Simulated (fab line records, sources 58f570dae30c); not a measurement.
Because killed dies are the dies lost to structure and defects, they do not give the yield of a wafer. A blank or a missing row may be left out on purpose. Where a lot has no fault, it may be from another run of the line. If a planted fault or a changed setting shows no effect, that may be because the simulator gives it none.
The tool behind it: which one? / flow berkeley-cmos170 / 48 wafers from 16 lots sampled at 3 of the route's 331 steps

## WHAT THE GAUGES SHOWED, per wafer
UCB170_SILICIDE_THK_MEAS_03: measures by xrf.
lot=L349; measured=day 7 18:19; on=film-metro-02; SILICIDE_TI_THK (nm)=30.5 30.1 30.5
lot=L351; measured=day 8 04:04; on=film-metro-04; SILICIDE_TI_THK (nm)=30.0 29.5 29.8
lot=L353; measured=day 8 20:11; on=film-metro-01; SILICIDE_TI_THK (nm)=31.4 30.4 30.7
lot=L355; measured=day 9 15:19; on=film-metro-01; SILICIDE_TI_THK (nm)=30.2 30.1 29.8
lot=L356; measured=day 9 15:53; on=film-metro-01; SILICIDE_TI_THK (nm)=30.4 31.0 30.4
lot=L358; measured=day 9 15:31; on=film-metro-02; SILICIDE_TI_THK (nm)=29.8 30.5 30.1
lot=L357; measured=day 9 16:20; on=film-metro-01; SILICIDE_TI_THK (nm)=30.0 30.1 30.1
lot=L360; measured=day 10 06:41; on=film-metro-01; SILICIDE_TI_THK (nm)=30.2 29.8 29.8
lot=L359; measured=day 10 05:55; on=film-metro-04; SILICIDE_TI_THK (nm)=29.8 30.6 30.2
lot=L362; measured=day 10 18:40; on=film-metro-01; SILICIDE_TI_THK (nm)=31.1 30.9 31.2
lot=L363; measured=day 10 19:15; on=film-metro-01; SILICIDE_TI_THK (nm)=30.4 30.5 30.3
lot=L366; measured=day 11 17:18; on=film-metro-04; SILICIDE_TI_THK (nm)=30.1 30.7 30.2
lot=L367; measured=day 11 20:56; on=film-metro-01; SILICIDE_TI_THK (nm)=31.1 31.0 30.5
lot=L365; measured=day 11 21:11; on=film-metro-04; SILICIDE_TI_THK (nm)=29.8 30.0 30.6
lot=L368; measured=day 12 00:42; on=film-metro-01; SILICIDE_TI_THK (nm)=30.5 31.0 30.4
lot=L369; measured=day 12 00:14; on=film-metro-01; SILICIDE_TI_THK (nm)=30.2 31.0 30.0

## TOOL THAT RAN EACH LOT (tool first, then ch and the chambers of the sampled wafers, then the start)
lot=L349; UCB170_SPACER_CVD_00=pecvd-01 ch 0,1,2, day 7 06:29; UCB170_NSD_STRIP_09=plasma-asher-03 ch 1, day 7 16:20
lot=L351; UCB170_SPACER_CVD_00=pecvd-02 ch 1,2, day 7 17:04; UCB170_NSD_STRIP_09=plasma-asher-03 ch 0,1, day 8 02:11
lot=L353; UCB170_SPACER_CVD_00=pecvd-01 ch 0,1,2, day 8 08:16; UCB170_NSD_STRIP_09=plasma-asher-02 ch 0,1, day 8 18:14
lot=L355; UCB170_SPACER_CVD_00=pecvd-01 ch 0,1, day 9 02:43; UCB170_NSD_STRIP_09=plasma-asher-04 ch 0,1, day 9 13:16
lot=L356; UCB170_SPACER_CVD_00=pecvd-03 ch 0,1,2, day 9 03:16; UCB170_NSD_STRIP_09=plasma-asher-03 ch 0,1, day 9 13:59
lot=L358; UCB170_SPACER_CVD_00=pecvd-02 ch 1,2, day 9 03:26; UCB170_NSD_STRIP_09=plasma-asher-02 ch 0,1, day 9 13:32
lot=L357; UCB170_SPACER_CVD_00=pecvd-01 ch 0,2, day 9 03:50; UCB170_NSD_STRIP_09=plasma-asher-02 ch 0,1, day 9 14:17
lot=L360; UCB170_SPACER_CVD_00=pecvd-02 ch 0,1,2, day 9 18:58; UCB170_NSD_STRIP_09=plasma-asher-04 ch 0,1, day 10 04:34
lot=L359; UCB170_SPACER_CVD_00=pecvd-01 ch 1,2, day 9 19:14; UCB170_NSD_STRIP_09=plasma-asher-03 ch 0,1, day 10 03:25
lot=L362; UCB170_SPACER_CVD_00=pecvd-01 ch 0,1, day 10 06:28; UCB170_NSD_STRIP_09=plasma-asher-04 ch 0,1, day 10 16:25
lot=L363; UCB170_SPACER_CVD_00=pecvd-02 ch 0,2, day 10 08:06; UCB170_NSD_STRIP_09=plasma-asher-02 ch 0,1, day 10 17:16
lot=L366; UCB170_SPACER_CVD_00=pecvd-02 ch 0,1,2, day 11 05:49; UCB170_NSD_STRIP_09=plasma-asher-03 ch 0,1, day 11 15:25
lot=L367; UCB170_SPACER_CVD_00=pecvd-03 ch 0,1, day 11 05:59; UCB170_NSD_STRIP_09=plasma-asher-02 ch 0,1, day 11 19:03
lot=L365; UCB170_SPACER_CVD_00=pecvd-02 ch 0,1, day 11 06:21; UCB170_NSD_STRIP_09=plasma-asher-02 ch 0,1, day 11 19:17
lot=L368; UCB170_SPACER_CVD_00=pecvd-03 ch 0,1,2, day 11 13:17; UCB170_NSD_STRIP_09=plasma-asher-04 ch 0,1, day 11 22:34
lot=L369; UCB170_SPACER_CVD_00=pecvd-02 ch 0,2, day 11 13:29; UCB170_NSD_STRIP_09=plasma-asher-03 ch 0,1, day 11 22:16
- UCB170_SPACER_CVD_00: deposits SiO2 from TEOS/O2, target thk 376 nm, time 47 s.
- UCB170_NSD_STRIP_09: strips in O2.

## AS READ BY THE TOOLS THEMSELVES (means over the sampled wafers that have a number; for cases with no such wafer, the mark the record gives instead)
UCB170_SPACER_CVD_00.
lot=L349; tool=pecvd-01; heater-power-w (W)=223
lot=L351; tool=pecvd-02; heater-power-w (W)=285
lot=L353; tool=pecvd-01; heater-power-w (W)=236
lot=L355; tool=pecvd-01; heater-power-w (W)=179
lot=L356; tool=pecvd-03; heater-power-w (W)=250
lot=L358; tool=pecvd-02; heater-power-w (W)=235
lot=L357; tool=pecvd-01; heater-power-w (W)=191
lot=L360; tool=pecvd-02; heater-power-w (W)=266
lot=L359; tool=pecvd-01; heater-power-w (W)=192
lot=L362; tool=pecvd-01; heater-power-w (W)=196
lot=L363; tool=pecvd-02; heater-power-w (W)=281
lot=L366; tool=pecvd-02; heater-power-w (W)=274
lot=L367; tool=pecvd-03; heater-power-w (W)=199
lot=L365; tool=pecvd-02; heater-power-w (W)=268
lot=L368; tool=pecvd-03; heater-power-w (W)=229
lot=L369; tool=pecvd-02; heater-power-w (W)=303

UCB170_NSD_STRIP_09.
lot=L349; tool=plasma-asher-03; drypump-motor-current-A (A)=5.37; oes-product-au (a.u.)=0.535; strip-time-to-endpoint-s (s)=35.82
lot=L351; tool=plasma-asher-03; drypump-motor-current-A (A)=5.46; oes-product-au (a.u.)=0.532; strip-time-to-endpoint-s (s)=35.81
lot=L353; tool=plasma-asher-02; drypump-motor-current-A (A)=5.38; oes-product-au (a.u.)=0.535; strip-time-to-endpoint-s (s)=35.79
lot=L355; tool=plasma-asher-04; drypump-motor-current-A (A)=5.58; oes-product-au (a.u.)=0.531; strip-time-to-endpoint-s (s)=35.83
lot=L356; tool=plasma-asher-03; drypump-motor-current-A (A)=5.41; oes-product-au (a.u.)=0.530; strip-time-to-endpoint-s (s)=35.77
lot=L358; tool=plasma-asher-02; drypump-motor-current-A (A)=5.65; oes-product-au (a.u.)=0.533; strip-time-to-endpoint-s (s)=35.75
lot=L357; tool=plasma-asher-02; drypump-motor-current-A (A)=5.42; oes-product-au (a.u.)=0.534; strip-time-to-endpoint-s (s)=35.74
lot=L360; tool=plasma-asher-04; drypump-motor-current-A (A)=5.59; oes-product-au (a.u.)=0.531; strip-time-to-endpoint-s (s)=35.82
lot=L359; tool=plasma-asher-03; drypump-motor-current-A (A)=5.41; oes-product-au (a.u.)=0.531; strip-time-to-endpoint-s (s)=35.93
lot=L362; tool=plasma-asher-04; drypump-motor-current-A (A)=5.70; oes-product-au (a.u.)=0.532; strip-time-to-endpoint-s (s)=35.81
lot=L363; tool=plasma-asher-02; drypump-motor-current-A (A)=5.40; oes-product-au (a.u.)=0.535; strip-time-to-endpoint-s (s)=35.88
lot=L366; tool=plasma-asher-03; drypump-motor-current-A (A)=5.41; oes-product-au (a.u.)=0.535; strip-time-to-endpoint-s (s)=35.73
lot=L367; tool=plasma-asher-02; drypump-motor-current-A (A)=5.42; oes-product-au (a.u.)=0.536; strip-time-to-endpoint-s (s)=35.88
lot=L365; tool=plasma-asher-02; drypump-motor-current-A (A)=5.64; oes-product-au (a.u.)=0.535; strip-time-to-endpoint-s (s)=35.79
lot=L368; tool=plasma-asher-04; drypump-motor-current-A (A)=5.70; oes-product-au (a.u.)=0.536; strip-time-to-endpoint-s (s)=35.88
lot=L369; tool=plasma-asher-03; drypump-motor-current-A (A)=5.40; oes-product-au (a.u.)=0.535; strip-time-to-endpoint-s (s)=35.84

## THE ANSWER, worked out from the rows above alone
Rule: what is usual is taken from the lots themselves. Put in order of their means at a reading, lots are off if they are a third of the lots or fewer, leave a main group of 4 or more, and stand apart from it by a gap of 3 or more times the standard deviation of the main group's means; of several such gaps the widest counts. A main group whose means are all the same, to the digits that the tables above print for the reading, isn't used. A lot without any number at a reading at which 4 lots or more have one is off too. The other lots that the step has rows for count as sound. After the gauges, taken in route order, come the tools' own readings; for these a lot's mean is taken, as printed above. At the first step where some lot is off, the reading lying furthest off is the one used; lots without a number count as furthest.
None of the lots is off at any reading shown; this tells nothing.

## WHAT THE SIMULATOR HAD PUT IN
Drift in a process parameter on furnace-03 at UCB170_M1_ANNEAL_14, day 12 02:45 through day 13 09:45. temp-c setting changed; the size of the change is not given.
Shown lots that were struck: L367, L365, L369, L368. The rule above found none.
